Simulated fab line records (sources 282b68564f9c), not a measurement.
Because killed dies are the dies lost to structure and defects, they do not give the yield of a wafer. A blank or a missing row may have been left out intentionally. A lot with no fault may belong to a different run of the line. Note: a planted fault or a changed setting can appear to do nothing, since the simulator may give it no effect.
Comparing a struck lot with a sound one + flow rit cmos + 30 steps out of a route of 202
Sound: wafers L868.1, L868.4, L868.6. Wafers L874.3, L874.5, L874.6 were the ones struck. Last of all comes the cause.
Each step with rows lists, per side, the tool, then ch with its chambers, then its first start. Under that, the readings that differ: sound wafers + struck wafers + difference of the means + sigmas: that difference in standard deviations of wafers without a fault.
alike: a reading whose means differ by less than 2 such deviations, as well as words and numbers matching on both sides. not compared: withheld readings; readings where some wafer has no value; bounds like >300 that might hide an equal value; numbers whose values overlap and for which the record gives no deviation.
Wherever a step has rows on one side only, a row that says differs or no value, or a row with sigmas, the two part there. Numbers that have no deviation but don't overlap get no sigmas and don't part them. A reading missing from all wafers of one side parts the sides only when that side holds two or more wafers.

RIT_FOX2_THK_MEAS_01:
  sound: film metro-02 at day 4 17:25; struck: film metro-04 at day 5 20:53
  alike: FOX2_OXIDE_THK
then, 2 steps without rows for these wafers: RIT_FOX2_CLEAN_02 (cleans in dHF, time 180 s); RIT_FOX2_WET_ETCH_03 (etches Si3N4 in H3PO4, target depth 195 nm, time 2700 s).
RIT_FOX2_THK_MEAS_90:
  sound: film metro-02 at day 4 18:17; struck: film metro-04 at day 5 21:46
  alike: FIELD_OXIDE_LEFT_1_THK
then, 6 steps without rows for these wafers: RIT_NWELL_HMDS_00 (prime time 60 s); RIT_NWELL_COAT_01 (resist thk 1300 nm); RIT_NWELL_SOFTBAKE_02 (time 60 s); RIT_NWELL_EXPOSE_03 (exposes mask M2, target cd 43900 nm); RIT_NWELL_PEB_04; RIT_NWELL_DEVELOP_05 (develop time 68 s).
RIT_NWELL_OVL_MEAS_06:
  sound: overlay-02 at day 4 19:14; struck: overlay-02 at day 5 22:41
  alike: NWELL_OVL
then, 1 step without rows for these wafers: RIT_NWELL_HARDBAKE_07 (time 120 s).
RIT_NWELL_IMPLANT_08:
  sound on implanter-01 ch 0, day 4 19:31; struck on implanter-01 ch 0, day 5 23:01
| reading                   | sound                | struck               | difference | sigmas      |
|---------------------------|----------------------|----------------------|------------|-------------|
| beam energy keV           | 170.00 169.92 169.97 | 214.14 214.17 214.14 | +44.19     | +99 or more |
| model.implant.rp nm (nm)  | 210 210 210          | 273.6 273.6 273.6    | +63.6      |             |
| model.implant.drp nm (nm) | 68.82 68.82 68.82    | 81.3 81.3 81.3       | +12.5      |             |
  alike: dose ions cm2, tilt deg
RIT_NWELL_STRIP_09: strips in O2, time 180 s.
  sound on plasma asher-03 ch 0,1, day 4 19:40; struck on plasma asher-03 ch 0,1, day 5 23:10
  alike: drypump motor current A
  not compared: rf hours counter h
RIT_NWELL_TW_MEAS_10:
  sound: film metro-01 at day 4 19:50; struck: film metro-02 at day 5 23:19
| reading  | sound          | struck         | difference | sigmas |
|----------|----------------|----------------|------------|--------|
| NWELL_TW | 2162 2167 2154 | 2244 2229 2235 | +75        | +5     |
then, 6 steps without rows for these wafers: RIT_PWELL_HMDS_00 (prime time 60 s); RIT_PWELL_COAT_01 (resist thk 1300 nm); RIT_PWELL_SOFTBAKE_02 (time 60 s); RIT_PWELL_EXPOSE_03 (exposes mask M3, target cd 43700 nm); RIT_PWELL_PEB_04; RIT_PWELL_DEVELOP_05 (develop time 68 s).
RIT_PWELL_OVL_MEAS_06:
  sound: overlay-01 at day 4 21:01; struck: overlay-02 at day 6 00:26
  alike: PWELL_OVL
then, 2 steps without rows for these wafers: RIT_PWELL_HARDBAKE_07 (time 120 s); RIT_PWELL_IMPLANT_08.
RIT_PWELL_STRIP_09: strips in O2, time 180 s.
  sound on plasma asher-03 ch 0, day 4 21:26; struck on plasma asher-01 ch 0,1, day 6 00:55
  alike: drypump motor current A
  not compared: rf hours counter h
RIT_PWELL_TW_MEAS_10:
  sound: film metro-02 at day 4 21:37; struck: film metro-01 at day 6 01:03
  alike: PWELL_TW
then, 1 step without rows for these wafers: RIT_WELLDRIVE_ANNEAL_00 (time 14700 s).
RIT_WELLDRIVE_RS_MEAS_01: a four-point-probe measurement.
  sound: film metro-02 at day 5 03:35; struck: film metro-02 at day 6 07:16
| reading           | sound             | struck            | difference | sigmas |
|-------------------|-------------------|-------------------|------------|--------|
| NWELL_RS (ohm/sq) | 274.5 275.5 274.7 | 272.7 272.2 271.7 | -2.7       | -3     |
RIT_WELLDRIVE_RS_MEAS_02: a four-point-probe measurement.
  sound: film metro-02 at day 5 03:42; struck: film metro-02 at day 6 07:23
  alike: PWELL_RS
RIT_M1_PROBE_99:
  sound: prober-02 at day 6 11:04; struck: prober-02 at day 7 14:50
| reading                                        | sound                | struck               | difference | sigmas |
|------------------------------------------------|----------------------|----------------------|------------|--------|
| model.etest.field p metal.vt v (V)             | -29 -28.58 -29.38    | -42.25 -42.09 -42.6  | -13.33     |        |
| model.etest.nwell pinched.rs ohm sq            | 339.1 337.8 338.4    | 324.8 325.9 325.4    | -13.1      |        |
| model.etest.field p.vt v (V)                   | -12.46 -12.45 -12.45 | -18.47 -18.54 -18.65 | -6.10      |        |
| model.etest.well edge left.line ohm um         | 182.7 182.2 182.4    | 179.5 180.9 177.5    | -3.1       |        |
| model.etest.iso nwell nwell.bv v (V)           | 21.91 21.77 22.1     | 20.37 19.88 19.97    | -1.85      |        |
| model.etest.iso pplus pwell.lateral log10 a um | -9.287 -9.225 -9.242 | -9.427 -9.451 -9.502 | -0.209     |        |
| model.etest.iso nwell nwell.lateral log10 a um | -7.336 -7.322 -7.376 | -7.234 -7.166 -7.14  | +0.165     |        |
  alike: killed at contacts, killed at front end, killed dies, killed open, killed short
  not compared: model.etest.well edge right.line ohm um

WHERE THEY PART
Last at RIT_WELLDRIVE_RS_MEAS_01 as far as this record goes, first at RIT_NWELL_IMPLANT_08. Later steps at which nothing parts them and some readings are alike: RIT_WELLDRIVE_RS_MEAS_02, RIT_M1_PROBE_99.

WHY: what the simulator had put in
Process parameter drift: implanter-01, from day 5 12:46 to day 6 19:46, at RIT_NWELL_IMPLANT_08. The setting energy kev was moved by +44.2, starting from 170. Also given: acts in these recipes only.
